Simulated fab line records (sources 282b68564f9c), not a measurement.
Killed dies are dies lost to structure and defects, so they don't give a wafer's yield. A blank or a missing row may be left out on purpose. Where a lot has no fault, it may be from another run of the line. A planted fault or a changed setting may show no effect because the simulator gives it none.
fab line records -- flow ritCmos
[record] lots = 15, wafers = 45, lastDay = 7
route steps=202 shown ACTIVE@1 NWELL@37 NLDD@104 PLDD@124 NSD@141 M1@202
lots with no fault: from the same line, run without faults
startH: hours from the record's first day to the start of the lot's first wafer shown -- waitH: how many hours have passed since the lot's step before this one -- " as in the row above -- L1.1+2: one row covering several wafers at once -- - either no value or no given start -- * or withheld: withheld -- < > ~ a bound
route shown NAME@n: a module of which the file shows steps, and the number in the route of the first -- usual: mean/standard deviation taken from wafers without a fault -- same: alike in all rows -- chamber/n: place in a boat -- sites: each site's reading -- _std_site: standard deviation across them -- _edge_site: inner sites' mean taken away from outer sites' mean -- radiusMm: how far each site lies from the wafer's centre -- mask NAME#n: copy n -- behind: tool/chamber where the wafer was last shaped -- hold: cause of the lot's hold/its duration in hours/its outcome -- device: names the non-switching transistor (n, p or np) -- end of line: at the end of the route, the tests of the same wafers -- step lacking rows: just its recipe -- killed: count of dies lost to structure and defects at first sort (not the wafer's yield) -- map: dies across one wafer; x = killed, . = not, _ = none there
set.NAME: the run value of the setting; set.NAME@STEP: its run value at that earlier step -- model.NAME: the simulator's own value behind a step, which no gauge read
the route's steps for a sample of lots (tables are steps, rows are wafers)
services: from which hour (startH, from the record's first day; less than 0 if before it) a tool's chamber was out of use, for how many hours, and why
[[steps]]
[step RIT_ACTIVE_BOW_MEAS_00]
[recipe] mode = bow
[usual] INCOMING_BOW = 0/6.4
lot.wafer,tool,chamber,startH,waitH,INCOMING_BOW[um]
L541.1,filmMetro-01,-,15.00,-,-10
L541.2,filmMetro-01,-,15.00,-,8
L541.4,filmMetro-01,-,15.00,-,9
L544.1,filmMetro-02,-,30.00,-,-2
L544.5,filmMetro-02,-,30.00,-,-10
L544.6,filmMetro-02,-,30.00,-,5
L548.1,filmMetro-01,-,50.00,-,8
L548.4,filmMetro-01,-,50.00,-,10
L548.6,filmMetro-01,-,50.00,-,5
L549.1,filmMetro-03,-,55.00,-,-7
L549.4,filmMetro-03,-,55.00,-,-7
L549.6,filmMetro-03,-,55.00,-,7
L550.2,filmMetro-03,-,60.02,-,10
L550.3,filmMetro-03,-,60.02,-,1
L550.4,filmMetro-03,-,60.02,-,-6
L552.2,filmMetro-01,-,70.02,-,1
L552.4,filmMetro-01,-,70.02,-,4
L552.5,filmMetro-01,-,70.02,-,-4
L553.2,filmMetro-01,-,75.02,-,-4
L553.3,filmMetro-01,-,75.02,-,-11
L553.4,filmMetro-01,-,75.02,-,-11
L554.2,filmMetro-02,-,80.02,-,-12
L554.3,filmMetro-02,-,80.02,-,1
L554.6,filmMetro-02,-,80.02,-,-1
L556.2,filmMetro-02,-,90.02,-,-4
L556.3,filmMetro-02,-,90.02,-,1
L556.6,filmMetro-02,-,90.02,-,-6
L557.1,filmMetro-01,-,95.00,-,7
L557.2,filmMetro-01,-,95.00,-,-7
L557.6,filmMetro-01,-,95.00,-,1
L558.1,filmMetro-02,-,100.00,-,8
L558.3,filmMetro-02,-,100.00,-,1
L558.6,filmMetro-02,-,100.00,-,8
L559.1,filmMetro-03,-,105.00,-,7
L559.4,filmMetro-03,-,105.00,-,-1
L559.6,filmMetro-03,-,105.00,-,2
L560.2,filmMetro-02,-,110.02,-,-2
L560.4,filmMetro-02,-,110.02,-,4
L560.5,filmMetro-02,-,110.02,-,-5
L561.1,filmMetro-02,-,115.00,-,-1
L561.2,filmMetro-02,-,115.00,-,0
L561.4,filmMetro-02,-,115.00,-,-3
L562.2,filmMetro-03,-,120.02,-,3
L562.4,filmMetro-03,-,120.02,-,1
L562.5,filmMetro-03,-,120.02,-,4
[step RIT_NWELL_STRIP_09]
[recipe] chemistry = O2, timeS = 180, resist = NOVOLAK, platenTempC = withheld, powerW = 500, pressureMtorr = 4000, o2FlowSccm = 4000
[usual] drypumpMotorCurrentA = 5.3/0.43
lot.wafer,tool,chamber,startH,waitH,drypumpMotorCurrentA,rfHoursCounterH
L541.1,plasmaAsher-02,1,27.23,0.1,5.1,24
L541.2,plasmaAsher-02,0,27.23,0.1,5.3,24
L541.4,plasmaAsher-02,0,27.23,0.1,5.2,-
L544.1,plasmaAsher-02,0,45.23,0.1,5.3,26
L544.5,plasmaAsher-02,1,45.23,0.1,5.1,-
L544.6,plasmaAsher-02,0,45.23,0.1,5.3,-
L548.1,plasmaAsher-02,0,63.91,0.1,5.3,28
L548.4,plasmaAsher-02,1,63.91,0.1,5.1,-
L548.6,plasmaAsher-02,1,63.91,0.1,5.1,-
L549.1,plasmaAsher-02,0,67.75,0.1,5.3,28
L549.4,plasmaAsher-02,0,67.75,0.1,5.3,-
L549.6,plasmaAsher-02,0,67.75,0.1,5.3,-
L550.2,plasmaAsher-02,1,73.20,0.1,5.1,29
L550.3,plasmaAsher-02,1,73.20,0.1,5.1,-
L550.4,plasmaAsher-02,0,73.20,0.1,5.3,-
L552.2,plasmaAsher-01,1,81.95,0.1,4.8,41
L552.4,plasmaAsher-01,0,81.95,0.1,5.8,-
L552.5,plasmaAsher-01,0,81.95,0.1,5.8,-
L553.2,plasmaAsher-02,1,86.90,0.1,5.1,31
L553.3,plasmaAsher-02,1,86.90,0.1,5.1,-
L553.4,plasmaAsher-02,0,86.90,0.1,5.3,-
L554.2,plasmaAsher-01,1,92.93,0.1,4.8,42
L554.3,plasmaAsher-01,1,92.93,0.1,4.8,-
L554.6,plasmaAsher-01,1,92.93,0.1,4.8,-
L556.2,plasmaAsher-01,1,101.12,0.1,4.7,43
L556.3,plasmaAsher-01,0,101.12,0.1,5.8,-
L556.6,plasmaAsher-01,0,101.12,0.1,5.8,-
L557.1,plasmaAsher-01,1,107.31,0.1,4.7,44
L557.2,plasmaAsher-01,0,107.31,0.1,5.8,44
L557.6,plasmaAsher-01,1,107.31,0.1,4.7,-
L558.1,plasmaAsher-04,1,113.58,0.1,6.1,47
L558.3,plasmaAsher-04,0,113.58,0.1,5.3,-
L558.6,plasmaAsher-04,1,113.58,0.1,6.1,-
L559.1,plasmaAsher-04,1,118.84,0.1,6.1,47
L559.4,plasmaAsher-04,0,118.84,0.1,5.3,-
L559.6,plasmaAsher-04,0,118.84,0.1,5.3,-
L560.2,plasmaAsher-04,1,123.77,0.1,6.1,48
L560.4,plasmaAsher-04,1,123.77,0.1,6.1,-
L560.5,plasmaAsher-04,0,123.77,0.1,5.3,-
L561.1,plasmaAsher-04,1,126.77,0.1,6.1,48
L561.2,plasmaAsher-04,0,126.77,0.1,5.3,48
L561.4,plasmaAsher-04,0,126.77,0.1,5.3,-
L562.2,plasmaAsher-01,1,132.69,0.1,4.8,47
L562.4,plasmaAsher-01,0,132.69,0.1,5.8,-
L562.5,plasmaAsher-01,1,132.69,0.1,4.8,-
[step RIT_NLDD_COAT_01]
[recipe] resist = NOVOLAK, spinRpm = 3250, resistThkNm = 1000
[usual] chillPlateTempC = 23.00/0.12, dispensePressureKPa = 49/5.3, exhaustPa = 44.9/0.83
lot.wafer,tool,chamber,startH,waitH,chillPlateTempC,dispensePressureKPa,exhaustPa
L541.1,lithoTrack-03,0,53.35,0.1,22.90,50,45.4
L541.2,lithoTrack-03,0,53.35,0.1,22.79,50,44.0
L541.4,lithoTrack-03,0,53.35,0.1,22.85,50,45.1
L544.1,lithoTrack-04,0,69.85,0.1,23.14,43,43.1
L544.5,lithoTrack-04,0,69.85,0.1,22.97,43,43.5
L544.6,lithoTrack-04,0,69.85,0.1,22.96,43,44.1
L548.1,lithoTrack-04,0,85.82,0.1,23.07,43,44.5
L548.4,lithoTrack-04,0,85.82,0.1,23.10,43,44.9
L548.6,lithoTrack-04,0,85.82,0.1,22.87,43,45.0
L549.1,lithoTrack-03,0,89.57,0.1,22.93,50,46.2
L549.4,lithoTrack-03,0,89.57,0.1,23.01,50,45.8
L549.6,lithoTrack-03,0,89.57,0.1,22.95,50,45.6
L550.2,lithoTrack-03,0,93.46,0.1,22.88,50,45.4
L550.3,lithoTrack-03,0,93.46,0.1,23.08,50,43.8
L550.4,lithoTrack-03,0,93.46,0.1,22.99,50,43.5
L552.2,lithoTrack-01,-,102.43,0.1,-,-,-
L552.4,lithoTrack-01,-,102.43,0.1,-,-,-
L552.5,lithoTrack-01,-,102.43,0.1,-,-,-
L553.2,lithoTrack-04,-,108.79,0.1,-,-,-
L553.3,lithoTrack-04,-,108.79,0.1,-,-,-
L553.4,lithoTrack-04,-,108.79,0.1,-,-,-
L554.2,lithoTrack-04,-,115.29,0.1,-,-,-
L554.3,lithoTrack-04,-,115.29,0.1,-,-,-
L554.6,lithoTrack-04,-,115.29,0.1,-,-,-
L556.2,lithoTrack-03,0,121.15,0.1,23.13,50,44.8
L556.3,lithoTrack-03,0,121.15,0.1,23.03,50,44.6
L556.6,lithoTrack-03,0,121.15,0.1,23.20,50,45.1
L557.1,lithoTrack-03,0,127.73,0.1,23.05,50,45.0
L557.2,lithoTrack-03,0,127.73,0.1,23.12,50,44.3
L557.6,lithoTrack-03,0,127.73,0.1,23.04,50,45.9
L558.1,lithoTrack-04,0,135.13,0.1,22.89,43,45.6
L558.3,lithoTrack-04,0,135.13,0.1,22.92,43,44.5
L558.6,lithoTrack-04,0,135.13,0.1,22.88,43,43.5
L559.1,lithoTrack-01,0,140.44,0.1,22.73,57,44.6
L559.4,lithoTrack-01,0,140.44,0.1,22.83,57,44.6
L559.6,lithoTrack-01,0,140.44,0.1,22.80,57,45.2
L560.2,lithoTrack-04,0,145.72,0.1,22.95,43,46.0
L560.4,lithoTrack-04,0,145.72,0.1,22.99,43,45.1
L560.5,lithoTrack-04,0,145.72,0.1,22.98,43,46.2
L561.1,lithoTrack-03,0,148.36,0.1,23.05,50,46.0
L561.2,lithoTrack-03,0,148.36,0.1,23.17,50,44.3
L561.4,lithoTrack-03,0,148.36,0.1,23.10,50,45.1
L562.2,lithoTrack-04,0,152.33,0.1,23.05,43,44.7
L562.4,lithoTrack-04,0,152.33,0.1,23.07,43,45.9
L562.5,lithoTrack-04,0,152.33,0.1,23.05,43,45.0
[step RIT_NLDD_OVL_MEAS_06]
[usual] NLDD_OVL = -0.7/1.5
lot.wafer,tool,chamber,startH,waitH,NLDD_OVL[nm]
L541.1,overlay-02,-,54.05,-,-2.2
L541.2,overlay-02,-,54.05,-,-2.8
L541.4,overlay-02,-,54.05,-,-1.1
L544.1,overlay-01,-,70.67,-,0.3
L544.5,overlay-01,-,70.67,-,1.0
L544.6,overlay-01,-,70.67,-,1.4
L548.1,overlay-02,-,86.52,-,-0.2
L548.4,overlay-02,-,86.52,-,-1.8
L548.6,overlay-02,-,86.52,-,-0.2
L549.1,overlay-01,-,90.42,-,-2.8
L549.4,overlay-01,-,90.42,-,-3.6
L549.6,overlay-01,-,90.42,-,-2.5
L550.2,overlay-02,-,94.26,-,-0.6
L550.3,overlay-02,-,94.26,-,-1.5
L550.4,overlay-02,-,94.26,-,-0.6
L552.2,overlay-01,-,103.24,-,-
L552.4,overlay-01,-,103.24,-,-
L552.5,overlay-01,-,103.24,-,-
L553.2,overlay-02,-,109.65,-,-
L553.3,overlay-02,-,109.65,-,-
L553.4,overlay-02,-,109.65,-,-
L554.2,overlay-02,-,116.09,-,-
L554.3,overlay-02,-,116.09,-,-
L554.6,overlay-02,-,116.09,-,-
L556.2,overlay-01,-,121.96,-,-0.7
L556.3,overlay-01,-,121.96,-,0.0
L556.6,overlay-01,-,121.96,-,0.4
L557.1,overlay-02,-,128.43,-,-0.4
L557.2,overlay-02,-,128.43,-,-0.5
L557.6,overlay-02,-,128.43,-,-0.1
L558.1,overlay-02,-,135.95,-,-1.2
L558.3,overlay-02,-,135.95,-,-2.6
L558.6,overlay-02,-,135.95,-,-2.3
L559.1,overlay-01,-,141.14,-,0.9
L559.4,overlay-01,-,141.14,-,0.3
L559.6,overlay-01,-,141.14,-,2.3
L560.2,overlay-02,-,146.52,-,-1.4
L560.4,overlay-02,-,146.52,-,-1.1
L560.5,overlay-02,-,146.52,-,-0.7
L561.1,overlay-02,-,149.18,-,-1.2
L561.2,overlay-02,-,149.18,-,-1.1
L561.4,overlay-02,-,149.18,-,-0.7
L562.2,overlay-01,-,153.01,-,-0.7
L562.4,overlay-01,-,153.01,-,0.3
L562.5,overlay-01,-,153.01,-,-0.9
[step RIT_NLDD_TW_MEAS_10]
[usual] NLDD_TW = 2490/9.7
lot.wafer,tool,chamber,startH,waitH,NLDD_TW
L541.1,filmMetro-03,-,54.56,0.1,2488
L541.2,filmMetro-03,-,54.56,0.1,2484
L541.4,filmMetro-03,-,54.56,0.1,2489
L544.1,filmMetro-03,-,71.18,0.1,2478
L544.5,filmMetro-03,-,71.18,0.1,2489
L544.6,filmMetro-03,-,71.18,0.1,2472
L548.1,filmMetro-02,-,87.03,0.1,2495
L548.4,filmMetro-02,-,87.03,0.1,2487
L548.6,filmMetro-02,-,87.03,0.1,2499
L549.1,filmMetro-02,-,90.93,0.1,2517
L549.4,filmMetro-02,-,90.93,0.1,2493
L549.6,filmMetro-02,-,90.93,0.1,2490
L550.2,filmMetro-02,-,94.94,0.1,2492
L550.3,filmMetro-02,-,94.94,0.1,2500
L550.4,filmMetro-02,-,94.94,0.1,2502
L552.2,filmMetro-03,-,103.75,0.1,2473
L552.4,filmMetro-03,-,103.75,0.1,2480
L552.5,filmMetro-03,-,103.75,0.1,2478
L553.2,filmMetro-01,-,110.17,0.1,2478
L553.3,filmMetro-01,-,110.17,0.1,2484
L553.4,filmMetro-01,-,110.17,0.1,2495
L554.2,filmMetro-01,-,116.61,0.1,2488
L554.3,filmMetro-01,-,116.61,0.1,2490
L554.6,filmMetro-01,-,116.61,0.1,2487
L556.2,filmMetro-02,-,122.47,0.1,2475
L556.3,filmMetro-02,-,122.47,0.1,2482
L556.6,filmMetro-02,-,122.47,0.1,2479
L557.1,filmMetro-01,-,128.94,0.1,2496
L557.2,filmMetro-01,-,128.94,0.1,2479
L557.6,filmMetro-01,-,128.94,0.1,2500
L558.1,filmMetro-01,-,136.46,0.1,2489
L558.3,filmMetro-01,-,136.46,0.1,2493
L558.6,filmMetro-01,-,136.46,0.1,2504
L559.1,filmMetro-01,-,141.65,0.1,2485
L559.4,filmMetro-01,-,141.65,0.1,2495
L559.6,filmMetro-01,-,141.65,0.1,2481
L560.2,filmMetro-03,-,147.04,0.1,2490
L560.4,filmMetro-03,-,147.04,0.1,2488
L560.5,filmMetro-03,-,147.04,0.1,2495
L561.1,filmMetro-01,-,149.69,0.1,2497
L561.2,filmMetro-01,-,149.69,0.1,2487
L561.4,filmMetro-01,-,149.69,0.1,2492
L562.2,filmMetro-02,-,153.52,0.1,2497
L562.4,filmMetro-02,-,153.52,0.1,2510
L562.5,filmMetro-02,-,153.52,0.1,2510
[step RIT_PLDD_TW_MEAS_10]
[usual] PLDD_TW = 2346/8.6
lot.wafer,tool,chamber,startH,waitH,PLDD_TW
L541.1,filmMetro-01,-,55.98,0.1,2352
L541.2,filmMetro-01,-,55.98,0.1,2343
L541.4,filmMetro-01,-,55.98,0.1,2365
L544.1,filmMetro-02,-,72.72,0.1,2347
L544.5,filmMetro-02,-,72.72,0.1,2348
L544.6,filmMetro-02,-,72.72,0.1,2345
L548.1,filmMetro-02,-,88.45,0.1,2355
L548.4,filmMetro-02,-,88.45,0.1,2348
L548.6,filmMetro-02,-,88.45,0.1,2342
L549.1,filmMetro-01,-,92.63,0.1,2346
L549.4,filmMetro-01,-,92.63,0.1,2333
L549.6,filmMetro-01,-,92.63,0.1,2343
L550.2,filmMetro-02,-,96.49,0.1,2361
L550.3,filmMetro-02,-,96.49,0.1,2341
L550.4,filmMetro-02,-,96.49,0.1,2343
L552.2,filmMetro-01,-,105.18,0.1,2868
L552.4,filmMetro-01,-,105.18,0.1,2858
L552.5,filmMetro-01,-,105.18,0.1,2866
L553.2,filmMetro-03,-,111.72,0.1,2878
L553.3,filmMetro-03,-,111.72,0.1,2856
L553.4,filmMetro-03,-,111.72,0.1,2852
L554.2,filmMetro-02,-,118.15,0.1,2874
L554.3,filmMetro-02,-,118.15,0.1,2864
L554.6,filmMetro-02,-,118.15,0.1,2866
L556.2,filmMetro-03,-,124.11,0.1,2337
L556.3,filmMetro-03,-,124.11,0.1,2351
L556.6,filmMetro-03,-,124.11,0.1,2341
L557.1,filmMetro-02,-,130.49,0.1,2343
L557.2,filmMetro-02,-,130.49,0.1,2345
L557.6,filmMetro-02,-,130.49,0.1,2328
L558.1,filmMetro-03,-,138.01,0.1,2353
L558.3,filmMetro-03,-,138.01,0.1,2336
L558.6,filmMetro-03,-,138.01,0.1,2340
L559.1,filmMetro-02,-,143.07,0.1,2352
L559.4,filmMetro-02,-,143.07,0.1,2331
L559.6,filmMetro-02,-,143.07,0.1,2348
L560.2,filmMetro-01,-,148.96,0.1,2366
L560.4,filmMetro-01,-,148.96,0.1,2349
L560.5,filmMetro-01,-,148.96,0.1,2352
L561.1,filmMetro-01,-,151.12,0.1,2360
L561.2,filmMetro-01,-,151.12,0.1,2337
L561.4,filmMetro-01,-,151.12,0.1,2357
L562.2,filmMetro-01,-,154.96,0.1,2342
L562.4,filmMetro-01,-,154.96,0.1,2343
L562.5,filmMetro-01,-,154.96,0.1,2333
[step RIT_NSD_TW_MEAS_10]
[usual] NSD_TW = 3120/12
lot.wafer,tool,chamber,startH,waitH,NSD_TW
L541.1,filmMetro-02,-,60.02,0.1,3142
L541.2,filmMetro-02,-,60.02,0.1,3111
L541.4,filmMetro-02,-,60.02,0.1,3130
L544.1,filmMetro-01,-,76.66,0.1,3124
L544.5,filmMetro-01,-,76.66,0.1,3114
L544.6,filmMetro-01,-,76.66,0.1,3127
L548.1,filmMetro-02,-,92.37,0.1,3138
L548.4,filmMetro-02,-,92.37,0.1,3137
L548.6,filmMetro-02,-,92.37,0.1,3135
L549.1,filmMetro-01,-,97.57,0.1,3123
L549.4,filmMetro-01,-,97.57,0.1,3112
L549.6,filmMetro-01,-,97.57,0.1,3122
L550.2,filmMetro-01,-,100.40,0.1,3120
L550.3,filmMetro-01,-,100.40,0.1,3098
L550.4,filmMetro-01,-,100.40,0.1,3113
L552.2,filmMetro-01,-,109.20,0.1,3309
L552.4,filmMetro-01,-,109.20,0.1,3324
L552.5,filmMetro-01,-,109.20,0.1,3335
L553.2,filmMetro-01,-,115.79,0.1,3305
L553.3,filmMetro-01,-,115.79,0.1,3316
L553.4,filmMetro-01,-,115.79,0.1,3312
L554.2,filmMetro-02,-,122.07,0.1,3306
L554.3,filmMetro-02,-,122.07,0.1,3309
L554.6,filmMetro-02,-,122.07,0.1,3326
L556.2,filmMetro-02,-,128.32,0.1,3119
L556.3,filmMetro-02,-,128.32,0.1,3115
L556.6,filmMetro-02,-,128.32,0.1,3100
L557.1,filmMetro-03,-,134.53,0.1,3099
L557.2,filmMetro-03,-,134.53,0.1,3115
L557.6,filmMetro-03,-,134.53,0.1,3108
L558.1,filmMetro-02,-,142.02,0.1,3107
L558.3,filmMetro-02,-,142.02,0.1,3100
L558.6,filmMetro-02,-,142.02,0.1,3110
L559.1,filmMetro-01,-,146.99,0.1,3106
L559.4,filmMetro-01,-,146.99,0.1,3116
L559.6,filmMetro-01,-,146.99,0.1,3122
L560.2,filmMetro-01,-,152.91,0.1,3110
L560.4,filmMetro-01,-,152.91,0.1,3135
L560.5,filmMetro-01,-,152.91,0.1,3115
L561.1,filmMetro-02,-,155.19,0.1,3115
L561.2,filmMetro-02,-,155.19,0.1,3147
L561.4,filmMetro-02,-,155.19,0.1,3149
L562.2,filmMetro-03,-,158.87,0.1,3125
L562.4,filmMetro-03,-,158.87,0.1,3120
L562.5,filmMetro-03,-,158.87,0.1,3123
[step RIT_M1_PROBE_99]
[usual] killedAtContacts = 0.1/0.3, killedAtFrontEnd = 7/3.3, killedDies = 7/3.3, killedOnRim = 2.2/1.4, killedOpen = 3.8/2.3, killedShort = 3.5/2.1
[same] grossDies = 264, killed_at_M0_to_M3 = 0, killed_at_M4_up = 0, killedAtBackSide = 0, killedAtOther = 0
lot.wafer,tool,chamber,startH,waitH,killedAtContacts,killedAtFrontEnd,killedDies,killedOnRim,killedOpen,killedShort
L544.1,prober-01,-,86.17,0.1,0,14,14,2,7,7
L544.5,prober-01,-,86.37,0.2,0,8,8,2,3,5
L544.6,prober-01,-,86.42,0.2,0,11,11,2,8,3
L549.1,prober-01,-,107.04,0.1,0,9,9,3,8,1
L549.4,prober-01,-,107.19,0.2,0,8,8,4,4,4
L549.6,prober-01,-,107.29,0.2,0,8,8,3,5,3
L550.2,prober-01,-,109.85,0.1,0,9,9,1,5,4
L550.3,prober-01,-,109.90,0.2,1,7,8,3,4,4
L550.4,prober-01,-,109.95,0.2,0,3,3,0,1,2
L552.2,prober-01,-,119.07,0.1,0,264,264,70,3,1
L552.4,prober-01,-,119.17,0.2,0,264,264,70,8,4
L552.5,prober-01,-,119.22,0.2,0,264,264,70,7,3
L553.2,prober-01,-,125.29,0.1,0,264,264,70,7,7
L553.3,prober-01,-,125.34,0.2,0,264,264,70,3,3
L553.4,prober-01,-,125.39,0.2,0,264,264,70,4,2
L554.2,prober-01,-,131.82,0.1,0,264,264,70,2,1
L554.3,prober-01,-,131.87,0.2,0,264,264,70,1,6
L554.6,prober-01,-,132.02,0.2,0,264,264,70,4,5
L557.1,prober-02,-,143.96,0.1,0,6,6,1,3,3
L557.2,prober-02,-,144.01,0.1,0,9,9,2,3,6
L557.6,prober-02,-,144.21,0.2,0,4,4,1,2,2
// killed by level:class
L544.1 FOX1:geometricParticle:open=3 FOX1:geometricParticle:short=2 GATE:geometricParticle:short=2 REOX:geometricParticle:open=2 SPACER:geometricParticle:short=2 SPACER:geometricParticle:open=2 FOX2:geometricParticle:short=1
L544.5 FOX1:geometricParticle:short=2 FOX1:geometricParticle:open=1 FOX2:geometricParticle:short=1 GATE:geometricParticle:open=1 SPACER:geometricParticle:short=1 SILICIDE:geometricParticle:open=1 SILICIDE:geometricParticle:short=1
L544.6 FOX1:geometricParticle:open=3 SILICIDE:geometricParticle:open=3 GATE:geometricParticle:short=2 GATE:geometricParticle:open=1 SPACER:geometricParticle:open=1 SILICIDE:geometricParticle:short=1
L549.1 FOX2:geometricParticle:open=3 GATE:geometricParticle:open=3 ACTIVE:geometricParticle:open=1 FOX2:geometricParticle:short=1 SPACER:geometricParticle:open=1
L549.4 GATE:geometricParticle:short=2 GATE:geometricParticle:open=2 SPACER:geometricParticle:short=2 FOX2:geometricParticle:open=1 SPACER:geometricParticle:open=1
L549.6 GATE:geometricParticle:short=3 FOX2:geometricParticle:open=2 GATE:geometricParticle:open=2 REOX:geometricParticle:open=1
L550.2 REOX:geometricParticle:short=4 FOX2:geometricParticle:open=2 GATE:geometricParticle:open=2 REOX:geometricParticle:open=1
L550.3 FOX1:geometricParticle:short=1 FOX1:geometricParticle:open=1 GATE:geometricParticle:short=1 GATE:geometricParticle:open=1 REOX:geometricParticle:open=1 REOX:geometricParticle:short=1 SILICIDE:geometricParticle:open=1 CONTACT:geometricParticle:short=1
L550.4 FOX1:geometricParticle:short=2 FOX1:geometricParticle:open=1
L552.2 NLDD:areaExpose=260 GATE:geometricParticle:open=2 FOX2:geometricParticle:short=1 REOX:geometricParticle:open=1
L552.4 NLDD:areaExpose=252 REOX:geometricParticle:open=3 FOX1:geometricParticle:open=2 FOX2:geometricParticle:short=2 FOX2:geometricParticle:open=1 GATE:geometricParticle:open=1 SPACER:geometricParticle:open=1 REOX:geometricParticle:short=1
L552.5 NLDD:areaExpose=254 GATE:geometricParticle:open=3 FOX1:geometricParticle:open=2 FOX1:geometricParticle:short=1 FOX2:geometricParticle:open=1 REOX:geometricParticle:short=1 SPACER:geometricParticle:short=1 SILICIDE:geometricParticle:open=1
L553.2 NLDD:areaExpose=250 GATE:geometricParticle:short=4 REOX:geometricParticle:open=3 FOX1:geometricParticle:open=2 FOX1:geometricParticle:short=1 FOX2:geometricParticle:short=1 FOX2:geometricParticle:open=1 GATE:geometricParticle:open=1
L553.3 NLDD:areaExpose=258 SPACER:geometricParticle:short=2 GATE:geometricParticle:open=1 GATE:geometricParticle:short=1 SPACER:geometricParticle:open=1 SILICIDE:geometricParticle:open=1
L553.4 NLDD:areaExpose=258 GATE:geometricParticle:open=3 GATE:geometricParticle:short=1 SPACER:geometricParticle:open=1 SPACER:geometricParticle:short=1
L554.2 NLDD:areaExpose=261 GATE:geometricParticle:short=1 GATE:geometricParticle:open=1 SILICIDE:geometricParticle:open=1
L554.3 NLDD:areaExpose=257 GATE:geometricParticle:short=3 REOX:geometricParticle:short=2 FOX1:geometricParticle:short=1 REOX:geometricParticle:open=1
L554.6 NLDD:areaExpose=255 GATE:geometricParticle:short=3 FOX2:geometricParticle:open=2 FOX2:geometricParticle:short=1 GATE:geometricParticle:open=1 REOX:geometricParticle:short=1 SPACER:geometricParticle:open=1
L557.1 GATE:geometricParticle:open=3 GATE:geometricParticle:short=2 SPACER:geometricParticle:short=1
L557.2 FOX1:geometricParticle:short=3 GATE:geometricParticle:short=2 REOX:geometricParticle:open=2 REOX:geometricParticle:short=1 SILICIDE:geometricParticle:open=1
L557.6 GATE:geometricParticle:open=1 REOX:geometricParticle:open=1 SPACER:geometricParticle:short=1 SILICIDE:geometricParticle:short=1
[[services]]
tool,chamber,startH,hours,kind
plasmaAsher-01,-,14.56,3.2,repair
plasmaAsher-04,-,136.28,2.8,pm
[[key]]
[firstSign] step = RIT_NLDD_COAT_01, reading = toolRecord, direction = missing
[effect] step = RIT_NLDD_OVL_MEAS_06, reading = NLDD_OVL, direction = missing
[effect] step = RIT_PLDD_TW_MEAS_10, reading = PLDD_TW, direction = up, sigmas = 61, usual = 2346, struck = 2865
[effect] step = RIT_NSD_TW_MEAS_10, reading = NSD_TW, direction = up, sigmas = 16, usual = 3120, struck = 3316
[effect] step = RIT_M1_PROBE_99, reading = killedAtFrontEnd, direction = up, sigmas = 78, usual = 7, struck = 264
[moreKillsBornAt] RIT_NLDD_EXPOSE_03@ilineStepper-01 = 1539, RIT_NLDD_EXPOSE_03@ilineStepper-02 = 766
metAt RIT_NLDD_COAT_01
struckLots L552,L553,L554
testerLeftOut L552,L553,L554
notActingAt RIT_ACTIVE_BOW_MEAS_00,RIT_NWELL_STRIP_09,RIT_NLDD_TW_MEAS_10
onsetBetween 85.82 102.43
[fault] kind = skippedStepWhole, tool = lithoTrack-01,lithoTrack-04, chamber = -, onsetH = 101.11, steps = RIT_NLDD_COAT_01, scope = struckLotsOnly
// testerLeftOut: of these lots the tester's yield and bins aren't shown, on N5 and GAA mostly nor the transistor test; their killed dies are dies lost to structure and defects alone, not to doping, threshold or leakage, so they don't give the yield
